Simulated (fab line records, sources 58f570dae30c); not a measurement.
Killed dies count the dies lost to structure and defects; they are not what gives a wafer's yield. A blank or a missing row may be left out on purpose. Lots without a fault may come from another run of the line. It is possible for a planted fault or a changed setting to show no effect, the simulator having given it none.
Split-lot study || flow berkeley-cmos170 || route with 331 steps; 5 lots, 23 wafers read

THE SPLIT ITSELF
At UCB170_NLDD_IMPLANT_09, the setting dose-cm2 was moved away from the recipe's 5e+13 on 5 of the 23 wafers read, by +5.0% to +6.1%. This setting was run at the recipe's value on the other wafers.

FROM THE SPLIT TO THE READING: what the file shows between them, 6 steps
- UCB170_NSD_PEB_04 (also split here: peb-temp-c)
- UCB170_NSD_DEVELOP_05: develop time 45 s
- UCB170_NSD_CD_MEAS_06: target cd 1200 nm
- UCB170_BACKSIDE_STRIP_03: strips in O2 (also split here: power-w)
- UCB170_BACKSIDE_CLEAN_04: cleans in SPM, time 600 s
- UCB170_SDANNEAL_RTA_00: time 10 s

THE READING
NLDD_RS (ohm/sq), read at UCB170_SDANNEAL_RS_MEAS_05 with a four-point probe. Typical for fault-free wafers on this fab line: 616.2 ohm/sq, with standard deviation 1.4 ohm/sq.

{"wafer": "L077.2", "tool, chamber at the split": "implanter-02, 0", "dose-cm2 as run": 5e+13, "against the recipe": "recipe", "NLDD_RS, ohm/sq": 617.2, "against lot-mates on the recipe": "-"}
{"wafer": "L077.3", "tool, chamber at the split": "implanter-02, 0", "dose-cm2 as run": 5e+13, "against the recipe": "recipe", "NLDD_RS, ohm/sq": 615.4, "against lot-mates on the recipe": "-"}
{"wafer": "L077.5", "tool, chamber at the split": "implanter-02, 0", "dose-cm2 as run": 5e+13, "against the recipe": "recipe", "NLDD_RS, ohm/sq": 616.6, "against lot-mates on the recipe": "-"}
{"wafer": "L081.1", "tool, chamber at the split": "implanter-03, 0", "dose-cm2 as run": 5e+13, "against the recipe": "recipe", "NLDD_RS, ohm/sq": 615.0, "against lot-mates on the recipe": "-"}
{"wafer": "L081.2", "tool, chamber at the split": "implanter-03, 0", "dose-cm2 as run": 5e+13, "against the recipe": "recipe", "NLDD_RS, ohm/sq": 614.2, "against lot-mates on the recipe": "-"}
{"wafer": "L081.4", "tool, chamber at the split": "implanter-03, 0", "dose-cm2 as run": 5e+13, "against the recipe": "recipe", "NLDD_RS, ohm/sq": 615.9, "against lot-mates on the recipe": "-"}
{"wafer": "L081.5", "tool, chamber at the split": "implanter-03, 0", "dose-cm2 as run": 5e+13, "against the recipe": "recipe", "NLDD_RS, ohm/sq": 615.1, "against lot-mates on the recipe": "-"}
{"wafer": "L081.6", "tool, chamber at the split": "implanter-03, 0", "dose-cm2 as run": 5e+13, "against the recipe": "recipe", "NLDD_RS, ohm/sq": 615.6, "against lot-mates on the recipe": "-"}
{"wafer": "L083.1", "tool, chamber at the split": "implanter-01, 0", "dose-cm2 as run": 5e+13, "against the recipe": "recipe", "NLDD_RS, ohm/sq": 616.9, "against lot-mates on the recipe": "-"}
{"wafer": "L083.2", "tool, chamber at the split": "implanter-01, 0", "dose-cm2 as run": 5e+13, "against the recipe": "recipe", "NLDD_RS, ohm/sq": 616.8, "against lot-mates on the recipe": "-"}
{"wafer": "L083.3", "tool, chamber at the split": "implanter-01, 0", "dose-cm2 as run": 5e+13, "against the recipe": "recipe", "NLDD_RS, ohm/sq": 618.0, "against lot-mates on the recipe": "-"}
{"wafer": "L083.4", "tool, chamber at the split": "implanter-01, 0", "dose-cm2 as run": 5e+13, "against the recipe": "recipe", "NLDD_RS, ohm/sq": 617.1, "against lot-mates on the recipe": "-"}
{"wafer": "L083.5", "tool, chamber at the split": "implanter-01, 0", "dose-cm2 as run": 5e+13, "against the recipe": "recipe", "NLDD_RS, ohm/sq": 617.7, "against lot-mates on the recipe": "-"}
{"wafer": "L084.1", "tool, chamber at the split": "implanter-01, 0", "dose-cm2 as run": 5.305e+13, "against the recipe": "+6.1%", "NLDD_RS, ohm/sq": 605.4, "against lot-mates on the recipe": -12.3}
{"wafer": "L084.3", "tool, chamber at the split": "implanter-01, 0", "dose-cm2 as run": 5e+13, "against the recipe": "recipe", "NLDD_RS, ohm/sq": 616.9, "against lot-mates on the recipe": "-"}
{"wafer": "L084.4", "tool, chamber at the split": "implanter-01, 0", "dose-cm2 as run": 5e+13, "against the recipe": "recipe", "NLDD_RS, ohm/sq": 617.5, "against lot-mates on the recipe": "-"}
{"wafer": "L084.5", "tool, chamber at the split": "implanter-01, 0", "dose-cm2 as run": 5.305e+13, "against the recipe": "+6.1%", "NLDD_RS, ohm/sq": 605.9, "against lot-mates on the recipe": -11.8}
{"wafer": "L084.6", "tool, chamber at the split": "implanter-01, 0", "dose-cm2 as run": 5e+13, "against the recipe": "recipe", "NLDD_RS, ohm/sq": 618.7, "against lot-mates on the recipe": "-"}
{"wafer": "L082.1", "tool, chamber at the split": "implanter-02, 0", "dose-cm2 as run": 5.25e+13, "against the recipe": "+5.0%", "NLDD_RS, ohm/sq": 606.7, "against lot-mates on the recipe": -10.3}
{"wafer": "L082.2", "tool, chamber at the split": "implanter-02, 0", "dose-cm2 as run": 5.25e+13, "against the recipe": "+5.0%", "NLDD_RS, ohm/sq": 607.7, "against lot-mates on the recipe": -9.3}
{"wafer": "L082.3", "tool, chamber at the split": "implanter-02, 0", "dose-cm2 as run": 5e+13, "against the recipe": "recipe", "NLDD_RS, ohm/sq": 616.4, "against lot-mates on the recipe": "-"}
{"wafer": "L082.4", "tool, chamber at the split": "implanter-02, 0", "dose-cm2 as run": 5.25e+13, "against the recipe": "+5.0%", "NLDD_RS, ohm/sq": 606.7, "against lot-mates on the recipe": -10.3}
{"wafer": "L082.5", "tool, chamber at the split": "implanter-02, 0", "dose-cm2 as run": 5e+13, "against the recipe": "recipe", "NLDD_RS, ohm/sq": 617.6, "against lot-mates on the recipe": "-"}

FIT RESULTS
A straight line over all 23 wafers: NLDD_RS changes by -1.85 ohm/sq for each +1% of dose-cm2; r = -0.97; the points scatter about the line by 1.1 ohm/sq.
The same after taking each lot's own level away (the mean of its wafers on the recipe; 23 wafers): -1.98 ohm/sq for each +1%; r = -0.99; scatter 0.6 ohm/sq.
According to that fit, moving dose-cm2 by its largest amount changes the reading by 12 ohm/sq.
Across the lots, their own levels run from 615.16 to 617.70 ohm/sq, a range of 1.8 times the standard deviation given above.
Consequently the slope shifts little with the lot-to-lot level, the two slopes agreeing.
Check: for one of the wafers moved furthest among these (+6.1%), held out of the fit, the line's prediction against its lot-mates is -12 ohm/sq. Against them it came out at -12.3 ohm/sq.

ADDITIONAL SPLITS CARRIED BY THESE WAFERS
Note: prior to the reading, these wafers also went through further splits. Each is held against what the fit with the lots' levels taken away leaves over:
{"other split on the same wafers": "UCB170_NSD_PEB_04 peb-temp-c", "wafers away from the commonest value": 7, "r with NLDD_RS (lot level and that fit taken away)": "+0.01"}
{"other split on the same wafers": "UCB170_BACKSIDE_STRIP_03 power-w", "wafers away from the commonest value": 9, "r with NLDD_RS (lot level and that fit taken away)": -0.31}

THE FILE'S OWN FIT
NLDD_RS changes by -1.99 ohm/sq for each +1% of dose-cm2, r = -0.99.
